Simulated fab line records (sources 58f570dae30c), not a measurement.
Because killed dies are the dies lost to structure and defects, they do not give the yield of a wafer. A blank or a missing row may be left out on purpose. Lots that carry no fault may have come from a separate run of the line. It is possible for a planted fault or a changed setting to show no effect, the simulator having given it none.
Problem report in the 8D (eight disciplines) form, filled by code    flow berkeleyCmos170    the parts of the form that need people (team, actions taken, sign-off) are left out

== 1. PROBLEM STATEMENT ==
M2_OVL at UCB170_M2_OVL_MEAS_16 reads a mean of 69 nm on 3 wafers of 1 lot; wafers without a fault read -4 nm with a standard deviation of 5.2. That is +14 standard deviations from the usual mean.
First observed at day 12 12:58: wafer L225.1, on overlay-02. Wafers with a number at this step in the record: 39, from 13 lots. Rule for "out" (also "out of limits"): further than 4 standard deviations from the usual mean. All remaining wafers that have a number are taken as sound.

== 2. WHAT IT IS; WHAT IT IS NOT ==
question                     is                      is not
which readings at this step  M2_OVL                  -
which lots                   L225                    L210, L211, L213, L214, L215, L216, L217, L218, L220, L221, L222, L226
which wafers of those lots   all that have a number  -
read on which gauges         overlay-02              overlay-01
when                         from day 12 12:58       up to then (36 sound wafers)

== 3. SUSPECTS, AND WHAT RULES EACH OUT ==
Counting: a tool at a process step up to the reading stays a suspect if it ran every lot that is out and no sound lot after the first of them.
- the gauge at UCB170_M2_OVL_MEAS_16: kept. All the wafers that are out were read on overlay-02, and no step on other tools shows them out.
- pecvd-02 at UCB170_SPACER_CVD_00 (deposits SiO2 from TEOS/O2, target thk 376 nm, time 47 s): kept. It ran the lot that is out, L225 (day 11 06:21), and no sound lot after that; its last sound lot up to then is L226 (day 11 05:49).
- krfScanner-02 at UCB170_M2_EXPOSE_12 (exposes mask METAL2, target cd 700 nm): kept. It ran the lot that is out, L225 (day 12 12:07), and no sound lot after that; its last sound lot up to then is L226 (day 12 08:22).
Left after counting: pecvd-02 at UCB170_SPACER_CVD_00, krfScanner-02 at UCB170_M2_EXPOSE_12, overlay-02 at UCB170_M2_OVL_MEAS_16.

== 4. THE CAUSE (what the simulator had put in) ==
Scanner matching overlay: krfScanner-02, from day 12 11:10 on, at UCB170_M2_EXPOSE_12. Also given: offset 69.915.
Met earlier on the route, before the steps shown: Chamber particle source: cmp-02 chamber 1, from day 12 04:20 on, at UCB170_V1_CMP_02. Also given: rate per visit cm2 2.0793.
Of the 3 suspects that counting leaves, this tool is one.

== 5. THE CHAIN OF EFFECTS, in route order ==
Each row: a reading whose mean over the struck wafers that have a number lies more than 3 standard deviations from the usual. Scope: only readings with a usual standard deviation given in the record; hours: median across lots of the time from each lot's start at the first step in this table that gives one to its start at this step; sigmas: change in usual standard deviations.
hours  step                   reading               usual   on struck wafers  change  sigmas
0      UCB170_M2_OVL_MEAS_16  M2_OVL                -4 nm   69                +73     +14
7      UCB170_M3_PROBE_99     defectLimitedYield    98.8 %  74.5              -24.3   -34
7      UCB170_M3_PROBE_99     killed_at_M0_to_M3    0.9     64.7              +63.8   +64
7      UCB170_M3_PROBE_99     killedDies            3.2     67.3              +64.1   +34
7      UCB170_M3_PROBE_99     sort_bin_3_pad_short  0.1 %   1.5               +1.4    +8.0
7      UCB170_M3_PROBE_99     sort_bin_5_function   0.7 %   17.4              +16.7   +33
7      UCB170_M3_PROBE_99     sort_bin_6_memory     0.5 %   6.6               +6.1    +14
7      UCB170_M3_PROBE_99     sortNPass             260.8   196.7             -64.1   -34
7      UCB170_M3_PROBE_99     sortYieldPct          98.8 %  74.5              -24.3   -34
Here are the process steps it includes:
- UCB170_M3_PROBE_99

== 6. HOW IT WOULD HAVE BEEN CAUGHT EARLIER ==
Counted from the fault's start at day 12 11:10, it took 2 hours until the first out-of-limits reading at a measuring or inspecting step in this record, taken at day 12 12:58.
By day 12 12:58, every lot that is out (1) had started UCB170_M2_EXPOSE_12 on krfScanner-02. Holding the tool at that point would not have protected any of them.
